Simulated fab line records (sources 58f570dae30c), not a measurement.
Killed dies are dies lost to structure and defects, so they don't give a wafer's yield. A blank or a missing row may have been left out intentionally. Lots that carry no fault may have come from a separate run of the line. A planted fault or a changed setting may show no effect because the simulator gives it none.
Struck lot and sound lot, side by side :: flow berkeley cmos170 :: 20 steps out of a route of 331
Sound: the wafers L848.2, L848.3, L848.4. Wafers L859.1, L859.4, L859.5 were the ones struck. At the end, the cause is stated.
Order at every step that has rows: each side's tool, ch and its chambers, its first start. Under that, the readings that differ: sound wafers :: struck wafers :: difference of the means :: sigmas: that difference in standard deviations of wafers without a fault.
alike: same words and numbers on both sides, and readings whose means sit less than 2 such deviations apart. not compared: any withheld reading, any reading some wafer has no value for, any bound like >300 that may hide the same value, and any number with overlapping values for which the record gives no deviation.
The two part at a step that has a row with sigmas, a row that says differs or no value, or rows on one side only. Numbers that don't overlap but have no deviation are shown without sigmas and don't part them. A reading missing from all wafers of one side parts the sides only when that side holds two or more wafers.

UCB170_M2_SPUTTER_01: material Al, target thk 900 nm, time 120 s.
  sound on pvd sputter-02 at day 9 13:20; struck on pvd sputter-01 at day 11 16:45
reading: throttle valve pct (%)
sound: 29.6 29.7 26.7
struck: 31.3 31.1 31.4
difference: +2.6
sigmas: +2
UCB170_M2_RS_MEAS_02: a four-point-probe measurement.
  sound on film metro-02 at day 9 13:27; struck on film metro-04 at day 11 16:50
reading: M2_AL_RS (ohm/sq)
sound: 0.0326 0.0322 0.0321
struck: 0.0311 0.0319 0.0313
difference: -0.0009
sigmas: -2
UCB170_M2_THK_MEAS_03: measures by xrf.
  sound on film metro-02 at day 9 13:34; struck on film metro-04 at day 11 16:58
reading: M2_AL_THK (nm)
sound: 868 885 881
struck: 922 904 921
difference: +38
sigmas: +3
then, 3 steps without rows for these wafers: UCB170_M2_HMDS_04 (prime time 60 s); UCB170_M2_COAT_05 (resist thk 900 nm); UCB170_M2_SOFTBAKE_06 (time 60 s).
UCB170_M2_STRIP_07: strips in O2.
  sound on plasma asher-01 ch 0,1, day 9 14:31; struck on plasma asher-01 ch 0,1, day 11 18:13
  alike: drypump motor current A, oes product au, strip time to endpoint s
  not compared: rf hours counter h
then, 5 steps without rows for these wafers: UCB170_M2_STRIP_08 (strips KrF in DMSO, time 600 s); UCB170_M2_COAT_09; UCB170_M2_COAT_10 (resist thk 900 nm); UCB170_M2_SOFTBAKE_11 (time 60 s); UCB170_M2_EXPOSE_12 (exposes mask METAL2, target cd 700 nm).
UCB170_M2_PEB_13:
  sound on litho track-01 ch 0, day 9 15:23; struck on litho track-01 ch 0, day 11 19:35
reading: heater power total W (W)
sound: 56.73 56.81 56.74
struck: 53.70 53.63 53.73
difference: -3.07
sigmas: -73

reading: plate temp C (C)
sound: 130.01 129.89 130.17
struck: 124.67 124.72 124.81
difference: -5.29
sigmas: -38
then, 1 step without rows for these wafers: UCB170_M2_DEVELOP_14 (develop time 45 s).
UCB170_M2_CD_MEAS_15: the cd target is 700 nm.
  sound on cd sem-01 at day 9 15:40; struck on cd sem-02 at day 11 20:09
reading: cd nm (nm)
sound: 701.3 700.2 700.1
struck: 744.7 745.1 744.0
difference: +44.1
sigmas: +37
  not compared: hold
UCB170_M2_OVL_MEAS_16:
  sound on overlay-01 at day 9 15:46; struck on overlay-02 at day 11 21:46
reading: hold
sound: - - -
struck: await dispo/1.5h/release await dispo/1.5h/release await dispo/1.5h/release
difference: no value on the sound wafers
sigmas: 
  alike: M2_OVL
UCB170_M2_ETCH_17: etches BARC in N2/H2.
  sound on rie diel-04 ch 1,2,3, day 9 15:48; struck on rie diel-04 ch 0,1,3, day 11 21:48
reading: model.M2.cd nm (nm)
sound: 702.8 700.9 700.7
struck: 744.3 745.9 743.7
difference: +43.2
sigmas: 
  alike: drypump motor current A, oes product au, throttle valve pct
UCB170_M2_METAL_ETCH_18: etches Al in Cl2/BCl3, stops on SiO2, target depth 1170 nm, time 195 s.
  sound on rie metal-01 ch 1, day 9 15:55; struck on rie metal-03 ch 1, day 11 21:50
reading: drypump motor current A (A)
sound: 5.93 5.91 5.93
struck: 5.30 5.29 5.28
difference: -0.63
sigmas: -3

reading: model.M2.cd nm (nm)
sound: 702.7 697.1 697
struck: 738.6 738.8 742
difference: +40.9
sigmas: 
  alike: bcl3 flow sccm, oes product au, throttle valve pct
  not compared: rf hours counter h
UCB170_M2_STRIP_19: strips in O2.
  sound on plasma asher-02 ch 0,1, day 9 16:13; struck on plasma asher-03 ch 0,1, day 11 22:08
  alike: drypump motor current A, oes product au
  not compared: rf hours counter h
UCB170_M3_PROBE_99:
  rows exist in the record for the struck wafers here (prober-02, day 12 08:12), but not for the sound ones

== WHERE THEY PART ==
At UCB170_M2_SPUTTER_01 first; at UCB170_M3_PROBE_99 last (within this record only).

WHY: whatever the simulator had introduced
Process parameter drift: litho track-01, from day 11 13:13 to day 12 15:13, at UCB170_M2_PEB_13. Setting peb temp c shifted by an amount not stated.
